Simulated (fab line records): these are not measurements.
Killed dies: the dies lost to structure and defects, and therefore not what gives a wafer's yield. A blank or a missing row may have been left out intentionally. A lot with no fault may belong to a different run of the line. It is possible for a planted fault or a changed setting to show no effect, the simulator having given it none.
2 desks, one fault -- flow rit-cmos -- every desk sees just its own numbers, and what lay behind them comes last

== METROLOGY DESK ==
What the gauges read for every lot (on any tool): the sampled wafers with a number, averaged. A lot is out of limits, marked OUT, if its mean lies more than 4 standard deviations from the usual mean; the brackets give that distance. Readings shown: 7 of its 10, picked as those furthest out on some lot.
Columns: A = PLDD_OVL at RIT_PLDD_OVL_MEAS_06, usual -0.4 nm; B = PLDD_TW at RIT_PLDD_TW_MEAS_10, usual 2351; C = NSD_OVL at RIT_NSD_OVL_MEAS_06, usual 0.2 nm; D = NSD_TW at RIT_NSD_TW_MEAS_10, usual 3135; E = PSD_OVL at RIT_PSD_OVL_MEAS_06, usual -0.9 nm; F = PSD_TW at RIT_PSD_TW_MEAS_10, usual 3427; G = PSD_RS at RIT_SDANNEAL_RS_MEAS_04, usual 115.77 ohm/sq
lot,first seen here,A,B,C,D,E,F,G
L896,day 3 22:46,-0.7,2389,0.8,3154,-2.4,3442,115.39
L898,day 4 09:56,0.8,2362,0.2,3149,-1.7,3432,116.01
L905,day 5 10:56,-3.4,2348,-2.1,3086,-0.6,3424,115.89
L908,day 5 23:47,-1.1,2330,-1.0,3096,-1.2,3485,115.70
L911,day 6 14:40,0.3,2334,-0.2,3101,-1.2,3398,115.95
L915,day 7 13:37,-0.6,2311,-0.1,3175,0.4,3488,115.42
This desk found nothing out of limits on any of the 6 lots.

== AT THE TOOL OWNER'S DESK: rie-diel-03 ==
The tool's own readings at RIT_SPACER_ETCHBACK_05 (etches Si3N4 in SF6/CHF3, stops on SiO2, target depth 250 nm, time 240 s): means of the sampled wafers that have a number, for each lot that ran on this tool. A lot is out of limits, marked OUT, if its mean lies more than 4 standard deviations from the usual mean; the brackets give that distance.
Columns: A = drypump-motor-current-A at RIT_SPACER_ETCHBACK_05, usual 5.6 A; B = oes-product-au at RIT_SPACER_ETCHBACK_05, usual 0.851 a.u.; C = rf-fwd-power-W at RIT_SPACER_ETCHBACK_05, usual 249.5 W; D = throttle-valve-pct at RIT_SPACER_ETCHBACK_05, usual 10.29 %
lot,first seen here,A,B,C,D
L896,day 4 02:15,5.5,0.851,249.6,10.32
L905,day 5 14:04,5.4,0.878,249.5,10.40
L908,day 6 02:43,5.6,0.873,249.5,10.33
This desk found nothing out of limits on any of the 3 lots.

== TAKEN TOGETHER ==
Metrology desk: nothing out of limits seen.
The tool owner's desk saw nothing out of limits.

== WHAT HAD BEEN PUT IN BY THE SIMULATOR ==
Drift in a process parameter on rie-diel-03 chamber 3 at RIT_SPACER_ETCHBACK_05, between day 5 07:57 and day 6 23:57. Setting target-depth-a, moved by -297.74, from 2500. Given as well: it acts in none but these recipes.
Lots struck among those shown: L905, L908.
